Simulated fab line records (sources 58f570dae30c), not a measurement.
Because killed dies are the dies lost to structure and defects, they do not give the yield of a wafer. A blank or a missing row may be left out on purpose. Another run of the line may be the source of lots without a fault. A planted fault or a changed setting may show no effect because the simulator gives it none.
Split-lot study | flow berkeleyCmos170 | route with 331 steps; 5 lots, 23 wafers read

== SPLIT DETAILS ==
At UCB170_NLDD_EXPOSE_03 (exposes mask NSELECT, target cd 1200 nm), the setting doseMj was moved away from the recipe's 30 on 8 of the 23 wafers read, by -7.5% to +4.1%. For the rest of the wafers, this setting stayed at what the recipe calls for.

== FROM THE SPLIT TO THE READING: what the file shows between them, 2 steps ==
- UCB170_NLDD_PEB_04
- UCB170_NLDD_DEVELOP_05: develop time 45 s

== THE READING ==
At UCB170_NLDD_CD_MEAS_06: cdNm in nanometres, against a target cd of 1200 nm. Typical for fault-free wafers on this fab line: 1201.0 nm, with standard deviation 1.2 nm.

wafer  | tool, chamber at the split | doseMj as run | against the recipe | cdNm, nm | against lot-mates on the recipe
L076.1 | krfScanner-01, 0           | 30            | recipe             | 1200.2   | -
L076.2 | krfScanner-01, 0           | 30            | recipe             | 1200.2   | -
L076.3 | krfScanner-01, 0           | 30            | recipe             | 1203.1   | -
L076.4 | krfScanner-01, 0           | 30            | recipe             | 1200.8   | -
L076.5 | krfScanner-01, 0           | 30            | recipe             | 1201.1   | -
L078.1 | krfScanner-02, 0           | 30            | recipe             | 1200.7   | -
L078.2 | krfScanner-02, 0           | 30            | recipe             | 1200.9   | -
L078.4 | krfScanner-02, 0           | 30            | recipe             | 1201.0   | -
L078.5 | krfScanner-02, 0           | 27.75         | -7.5%              | 1186.3   | -14.6
L078.6 | krfScanner-02, 0           | 27.75         | -7.5%              | 1185.9   | -15.0
L080.1 | krfScanner-02, 0           | 30            | recipe             | 1202.4   | -
L080.2 | krfScanner-02, 0           | 31.22         | +4.1%              | 1208.9   | +6.4
L080.4 | krfScanner-02, 0           | 31.22         | +4.1%              | 1210.1   | +7.6
L080.5 | krfScanner-02, 0           | 31.22         | +4.1%              | 1210.0   | +7.5
L080.6 | krfScanner-02, 0           | 30            | recipe             | 1202.6   | -
L082.1 | krfScanner-01, 0           | 30            | recipe             | 1202.8   | -
L082.4 | krfScanner-01, 0           | 30            | recipe             | 1201.9   | -
L082.6 | krfScanner-01, 0           | 30            | recipe             | 1201.4   | -
L083.1 | krfScanner-02, 0           | 30            | recipe             | 1200.4   | -
L083.2 | krfScanner-02, 0           | 30            | recipe             | 1200.1   | -
L083.3 | krfScanner-02, 0           | 30.64         | +2.1%              | 1202.5   | +2.2
L083.5 | krfScanner-02, 0           | 30.64         | +2.1%              | 1204.3   | +4.0
L083.6 | krfScanner-02, 0           | 30.64         | +2.1%              | 1204.5   | +4.2

THE FIT
A straight line over all 23 wafers: cdNm changes by +1.97 nm for each +1% of doseMj; r = +0.98; the points scatter about the line by 1.1 nm.
The same after taking each lot's own level away (the mean of its wafers on the recipe; 23 wafers): +1.89 nm for each +1%; r = +0.99; scatter 0.75 nm.
On that fit, the largest move of doseMj shifts the reading by 14 nm.
The span of the lots' own levels, 1200.25 to 1202.50 nm, comes to 1.9 times the standard deviation stated above.
The two slopes agree, so the slope changes little with the lot-to-lot level.
Check: with one of the wafers moved furthest among these (-7.5%) left out of the fit, the line predicts -14.2 nm for it against its lot-mates. Against them it came out at -14.6 nm.

== ADDITIONAL SPLITS CARRIED BY THESE WAFERS ==
Other splits were also applied to these wafers ahead of the reading. Each is held against what the fit with the lots' levels taken away leaves over:
other split on the same wafers     | wafers away from the commonest value | r with cdNm (lot level and that fit taken away)
UCB170_START_OXIDATION_02 tempC    | 5                                    | +0.09
UCB170_ZERO_COAT_01 resistThkNm    | 5                                    | -0.38
UCB170_ACTIVE_COAT_08 resistThkNm  | 8                                    | -0.26
UCB170_ACTIVE_ETCH_15 rfW          | 4                                    | -0.14
UCB170_SCREENOX_OXIDATION_01 tempC | 15                                   | -0.17
UCB170_PVT_IMPLANT_07 energyKev    | 6                                    | +0.13
UCB170_GATE_OXIDATION_01 oxTimeS   | 18                                   | +0.00

== FILE'S OWN FIT ==
cdNm changes by +1.91 nm for each +1% of doseMj, r = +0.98.
